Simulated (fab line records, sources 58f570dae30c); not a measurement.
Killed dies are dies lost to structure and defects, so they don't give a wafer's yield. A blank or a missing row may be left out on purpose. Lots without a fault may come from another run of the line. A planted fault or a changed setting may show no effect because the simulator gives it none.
A struck lot beside a sound one | flow berkeley_cmos170 | 27 steps out of a route of 331
Sound: wafers L476.1, L476.4, L476.6. Struck: wafers L487.2, L487.5, L487.6. The cause comes at the end.
At each step with rows: each side's tool, then ch and its chambers, then its first start. Under that, the readings that differ: sound wafers | struck wafers | difference of the means | sigmas: that difference in standard deviations of wafers without a fault.
alike: readings whose means differ by less than 2 such deviations, and words and numbers that are the same on both sides. not compared: withheld readings, readings that some wafer has no value for, bounds like >300 that may hide the same value, and numbers for which the record gives no deviation and whose values overlap.
The two part at a step that has a row with sigmas, a row that says differs or no value, or rows on one side only. Numbers that don't overlap but have no deviation are shown without sigmas and don't part them. A reading that every wafer of one side lacks parts them only if that side has two wafers or more.

first, 1 step without rows for these wafers: UCB170_PSD_IMPLANT_08.
UCB170_PSD_STRIP_09: strips in O2.
  sound on plasma_asher-04 ch 0, day 9 21:34; struck on plasma_asher-03 ch 0,1, day 12 00:41
  alike: drypump_motor_current_A, oes_product_au, strip_time_to_endpoint_s
  not compared: rf_hours_counter_h
UCB170_PSD_TW_MEAS_10:
  sound on film_metro-04, day 9 21:40; struck on film_metro-04, day 12 00:47
  alike: PSD_TW
then, 7 steps without rows for these wafers: UCB170_PSD_CLEAN_11 (cleans in SPM, time 600 s); UCB170_NSD_HMDS_00 (prime time 60 s); UCB170_NSD_COAT_01 (resist thk 900 nm); UCB170_NSD_SOFTBAKE_02 (time 60 s); UCB170_NSD_EXPOSE_03 (exposes mask NSELECT MOD, target cd 1200 nm); UCB170_NSD_PEB_04; UCB170_NSD_DEVELOP_05 (develop time 45 s).
UCB170_NSD_CD_MEAS_06: target cd 1200 nm.
  sound on cd_sem-02, day 9 22:52; struck on cd_sem-02, day 12 02:48
  alike: cd_nm
UCB170_NSD_OVL_MEAS_07:
  sound on overlay-02, day 9 22:59; struck on overlay-01, day 12 02:55
  alike: NSD_OVL
UCB170_NSD_IMPLANT_08:
  sound on implanter-02 ch 0, day 9 23:01; struck on implanter-04 ch 0, day 12 03:17
  alike: beam_on_s
UCB170_NSD_STRIP_09: strips in O2.
  sound on plasma_asher-01 ch 0,1, day 9 23:10; struck on plasma_asher-03 ch 0,1, day 12 03:28
  reading                      | sound             | struck            | difference | sigmas
  oes_product_au (a.u.)        | 0.528 0.531 0.533 | 0.482 0.476 0.475 | -0.053     | -10
  strip_time_to_endpoint_s (s) | 36.14 36.11 36.09 | 43.18 43.26 43.16 | +7.09      | +99 or more
  alike: drypump_motor_current_A
  not compared: rf_hours_counter_h
UCB170_NSD_TW_MEAS_10:
  sound on film_metro-04, day 9 23:16; struck on film_metro-04, day 12 03:35
  reading | sound          | struck         | difference | sigmas
  NSD_TW  | 4231 4237 4218 | 4457 4456 4472 | +233       | +12
then, 4 steps without rows for these wafers: UCB170_NSD_CLEAN_11 (cleans in SPM, time 600 s); UCB170_BACKSIDE_HMDS_00 (prime time 60 s); UCB170_BACKSIDE_COAT_01 (resist thk 900 nm); UCB170_BACKSIDE_SOFTBAKE_02 (time 60 s).
UCB170_BACKSIDE_STRIP_03: strips in O2.
  sound on plasma_asher-04 ch 0,1, day 9 23:58; struck on plasma_asher-02 ch 0,1, day 12 04:20
  alike: drypump_motor_current_A, oes_product_au, strip_time_to_endpoint_s
  not compared: rf_hours_counter_h
then, 1 step without rows for these wafers: UCB170_BACKSIDE_CLEAN_04 (cleans in SPM, time 600 s).
UCB170_SDANNEAL_RTA_00: time 10 s.
  sound on rtp_anneal-02 ch 0, day 10 00:15; struck on rtp_anneal-02 ch 0, day 12 04:50
  alike: lamp_power_pct, wafer_temp_C_max
UCB170_SDANNEAL_RTA_01: time 5 s.
  sound on rtp_anneal-02 ch 0, day 10 00:23; struck on rtp_anneal-02 ch 0, day 12 04:55
  alike: lamp_power_pct, wafer_temp_C_max
UCB170_SDANNEAL_RS_MEAS_02: measures by four-point-probe.
  sound on film_metro-03, day 10 00:30; struck on film_metro-03, day 12 04:59
  alike: PSD_RS
UCB170_SDANNEAL_RS_MEAS_03: measures by four-point-probe.
  sound on film_metro-03, day 10 00:37; struck on film_metro-03, day 12 05:06
  reading         | sound             | struck            | difference | sigmas
  NSD_RS (ohm/sq) | 37.16 37.05 37.07 | 29.86 29.93 29.91 | -7.19      | -75
UCB170_SDANNEAL_RS_MEAS_04: measures by four-point-probe.
  sound on film_metro-03, day 10 00:44; struck on film_metro-03, day 12 05:13
  alike: PLDD_RS
UCB170_M3_PROBE_99:
  the record has rows for the sound wafers here (prober-02, day 10 20:22) and none for the struck ones

WHERE THEY PART
First at UCB170_NSD_STRIP_09; last, within this record, at UCB170_M3_PROBE_99.

WHY: what the simulator had put in
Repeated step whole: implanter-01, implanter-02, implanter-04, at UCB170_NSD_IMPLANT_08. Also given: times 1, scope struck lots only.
